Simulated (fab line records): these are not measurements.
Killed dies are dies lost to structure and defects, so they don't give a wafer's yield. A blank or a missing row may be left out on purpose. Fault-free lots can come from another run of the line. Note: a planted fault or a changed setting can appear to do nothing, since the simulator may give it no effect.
Commonality check across tools / flow rit cmos / 16 lots and 48 wafers in the sample

== WHY THIS WAS OPENED ==
Of 16 lots, 4 have the reading NLDD_OVL flagged at RIT_NLDD_OVL_MEAS_06. No-fault wafers: 0.3 nm, standard deviation 1.4.
Rule: a lot is flagged in two cases, either no wafer of it has a number, or all its wafers with numbers fall more than 4 standard deviations from that mean. The rest of the lots are taken to be sound.

lot=L970; measured=day 3 00:04; on=overlay-01; NLDD_OVL (nm), wafer by wafer=0.9 -0.6 -0.4; flag=
lot=L972; measured=day 3 05:19; on=overlay-01; NLDD_OVL (nm), wafer by wafer=0.4 -2.2 -2.4; flag=
lot=L973; measured=day 3 13:54; on=overlay-02; NLDD_OVL (nm), wafer by wafer=-0.4 0.8 -0.9; flag=
lot=L975; measured=day 3 22:59; on=overlay-01; NLDD_OVL (nm), wafer by wafer=-0.1 1.2 1.2; flag=
lot=L977; measured=day 4 07:09; on=overlay-01; NLDD_OVL (nm), wafer by wafer=1.3 0.9 -0.4; flag=
lot=L978; measured=day 4 16:14; on=overlay-01; NLDD_OVL (nm), wafer by wafer=0.4 -0.6 0.3; flag=
lot=L979; measured=day 4 20:34; on=overlay-01; NLDD_OVL (nm), wafer by wafer=-1.3 -2.8 -0.4; flag=
lot=L981; measured=day 5 07:58; on=overlay-01; NLDD_OVL (nm), wafer by wafer=-149.6 -151.2 -151.1; flag=FLAGGED
lot=L983; measured=day 5 17:04; on=overlay-02; NLDD_OVL (nm), wafer by wafer=-146.7 -146.3 -147.7; flag=FLAGGED
lot=L987; measured=day 6 12:36; on=overlay-02; NLDD_OVL (nm), wafer by wafer=-0.8 -1.3 -1.4; flag=
lot=L988; measured=day 6 16:50; on=overlay-01; NLDD_OVL (nm), wafer by wafer=-149.9 -152.6 -151.2; flag=FLAGGED
lot=L989; measured=day 6 21:37; on=overlay-02; NLDD_OVL (nm), wafer by wafer=-150.9 -149.3 -148.8; flag=FLAGGED
lot=L990; measured=day 7 05:00; on=overlay-02; NLDD_OVL (nm), wafer by wafer=1.3 1.1 1.0; flag=
lot=L991; measured=day 7 07:25; on=overlay-02; NLDD_OVL (nm), wafer by wafer=1.3 2.2 0.5; flag=
lot=L992; measured=day 7 10:16; on=overlay-01; NLDD_OVL (nm), wafer by wafer=0.7 0.0 -0.3; flag=
lot=L993; measured=day 7 18:29; on=overlay-02; NLDD_OVL (nm), wafer by wafer=1.0 1.9 1.8; flag=
On average the flagged lots read -149.6 nm, which is -149.9 nm against the usual, or -99 or more standard deviations.

== WHICH TOOL RAN EACH LOT ==
The record holds 1 process step before the reading, out of a route of 202 steps. Cell contents, in order: the tool; ch with the chambers the sampled wafers went through; the start.
lot=L970; flag=; RIT_NLDD_EXPOSE_03=iline stepper-02 ch 0, day 2 23:40
lot=L972; flag=; RIT_NLDD_EXPOSE_03=iline stepper-02 ch 0, day 3 04:55
lot=L973; flag=; RIT_NLDD_EXPOSE_03=iline stepper-02 ch 0, day 3 13:28
lot=L975; flag=; RIT_NLDD_EXPOSE_03=iline stepper-02 ch 0, day 3 22:37
lot=L977; flag=; RIT_NLDD_EXPOSE_03=iline stepper-02 ch 0, day 4 06:47
lot=L978; flag=; RIT_NLDD_EXPOSE_03=iline stepper-01 ch 0, day 4 15:50
lot=L979; flag=; RIT_NLDD_EXPOSE_03=iline stepper-02 ch 0, day 4 20:10
lot=L981; flag=FLAGGED; RIT_NLDD_EXPOSE_03=iline stepper-02 ch 0, day 5 07:34
lot=L983; flag=FLAGGED; RIT_NLDD_EXPOSE_03=iline stepper-02 ch 0, day 5 16:39
lot=L987; flag=; RIT_NLDD_EXPOSE_03=iline stepper-01 ch 0, day 6 12:13
lot=L988; flag=FLAGGED; RIT_NLDD_EXPOSE_03=iline stepper-02 ch 0, day 6 16:26
lot=L989; flag=FLAGGED; RIT_NLDD_EXPOSE_03=iline stepper-02 ch 0, day 6 21:13
lot=L990; flag=; RIT_NLDD_EXPOSE_03=iline stepper-01 ch 0, day 7 04:36
lot=L991; flag=; RIT_NLDD_EXPOSE_03=iline stepper-01 ch 0, day 7 07:01
lot=L992; flag=; RIT_NLDD_EXPOSE_03=iline stepper-01 ch 0, day 7 09:55
lot=L993; flag=; RIT_NLDD_EXPOSE_03=iline stepper-01 ch 0, day 7 18:05
What is done by these steps:
- RIT_NLDD_EXPOSE_03: exposes mask M7, target cd 40700 nm.
- RIT_NLDD_OVL_MEAS_06

== FLAGGED OVER TOTAL, TOOL BY TOOL (the gauges that took the reading come last) ==
step=RIT_NLDD_EXPOSE_03; tool=iline stepper-01; lots run=6; flagged=0; share of the flagged lots=none; sound lots run after its first flagged lot=-
step=RIT_NLDD_EXPOSE_03; tool=iline stepper-02; lots run=10; flagged=4; share of the flagged lots=all; sound lots run after its first flagged lot=0
step=RIT_NLDD_OVL_MEAS_06; tool=overlay-01; lots run=9; flagged=2; share of the flagged lots=some; sound lots run after its first flagged lot=1 (L992)
step=RIT_NLDD_OVL_MEAS_06; tool=overlay-02; lots run=7; flagged=2; share of the flagged lots=some; sound lots run after its first flagged lot=4 (L987,L990,L991,L993)

== WHAT IS ALLOWED BY THE TABLE ==
All flagged lots share 1 row of the table, namely iline stepper-02 at RIT_NLDD_EXPOSE_03.
- iline stepper-02 at RIT_NLDD_EXPOSE_03: 4 of its 10 lots flagged. Last sound lot L979 at day 4 20:10, first flagged lot L981 at day 5 07:34; a fault beginning in between fits.
Just one tool remains: iline stepper-02 at RIT_NLDD_EXPOSE_03.

== WHAT WAS PUT IN BY THE SIMULATOR ==
Scanner matching overlay: iline stepper-02, from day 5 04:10 on, at RIT_NLDD_EXPOSE_03. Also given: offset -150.
Struck lots among those shown: L981, L983, L988, L989. The rule above reached the same finding.
